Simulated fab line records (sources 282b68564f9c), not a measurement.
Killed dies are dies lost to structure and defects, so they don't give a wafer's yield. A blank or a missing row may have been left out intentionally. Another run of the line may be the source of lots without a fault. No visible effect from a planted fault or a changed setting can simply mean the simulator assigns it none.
Problem report, 8D (eight disciplines) form, completed by code    flow rit_cmos    the parts of the form that need people (team, actions taken, sign-off) are left out

== 1. WHAT IS WRONG ==
Across 9 wafers from 3 lots, ACTIVE_OXIDE_THK at RIT_ACTIVE_THK_MEAS_02 averages 35.7 nm, while fault-free wafers read 46.6 nm with a standard deviation of 0.99. That is -11 standard deviations from the usual mean.
Seen first at day 2 23:28 on film_metro-04, wafer L532.4. At this step, 45 wafers from 15 lots have a number in the record. Rule for "out" (also "out of limits"): further than 4 standard deviations from the usual mean. Any other wafer with a number is counted as sound.

== 2. WHAT THIS IS AND IS NOT ==
question                     is                            is not
which readings at this step  ACTIVE_OXIDE_THK              -
which lots                   L532, L534, L537              L525, L526, L527, L528, L529, L530, L531, L541, L543, L545, L546, L547
which wafers of those lots   all that have a number        -
read on which gauges         film_metro-03, film_metro-04  film_metro-01
when                         from day 2 23:28              up to then (21 sound wafers); but 15 sound wafers of L541, L543, L545, L546, L547 came after

== 3. THE SUSPECTS, EACH WITH WHAT RULES IT OUT ==
Counting: a tool at a process step up to the reading stays a suspect if it ran every lot that is out and no sound lot after the first of them.
- ruled out: the gauge at RIT_ACTIVE_THK_MEAS_02. The wafers that are out were read on 2 gauges (film_metro-03, film_metro-04).
- furnace-01 at RIT_ACTIVE_OXIDATION_01 (target thk 46.8 nm, ox time 3360 s): kept. All lots that are out passed through it, beginning with L532 at day 2 21:31, and no sound lot followed; its final sound lot before that point was L531 at day 2 17:01.
Left after counting: furnace-01 at RIT_ACTIVE_OXIDATION_01.

== 4. THE CAUSE (what the simulator had put in) ==
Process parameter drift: furnace-01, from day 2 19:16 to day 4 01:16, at RIT_ACTIVE_OXIDATION_01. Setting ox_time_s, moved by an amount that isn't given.
After counting, this tool was the only one left.

== 5. THE EFFECT CHAIN, in route order ==
Rows list readings where the struck wafers' mean (over those with a number) sits beyond 3 standard deviations from the usual. Only readings whose record carries a usual standard deviation are examined. hours: median over the lots of the time between each lot's start at the first step of this table that gives one and its start at this step. sigmas: the change, counted in usual standard deviations.
hours  step                    reading           usual    on struck wafers  change  sigmas
0      RIT_ACTIVE_THK_MEAS_02  ACTIVE_OXIDE_THK  46.6 nm  35.7              -10.9   -11
At these later measuring or inspecting steps, every struck wafer for which the step has a row has a number for every such reading, and none has moved that far: RIT_FOX2_THK_MEAS_90, RIT_NLDD_OVL_MEAS_06.

== 6. HOW IT WOULD HAVE BEEN CAUGHT EARLIER ==
The first out-of-limits reading at a measuring or inspecting step in this record came at day 2 23:28, 4 hours after the fault's start at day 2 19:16.
Of the lots that are out (3), L534, L537 began RIT_ACTIVE_OXIDATION_01 on furnace-01 after day 2 23:28. A hold on the tool at that time would have spared those 2.
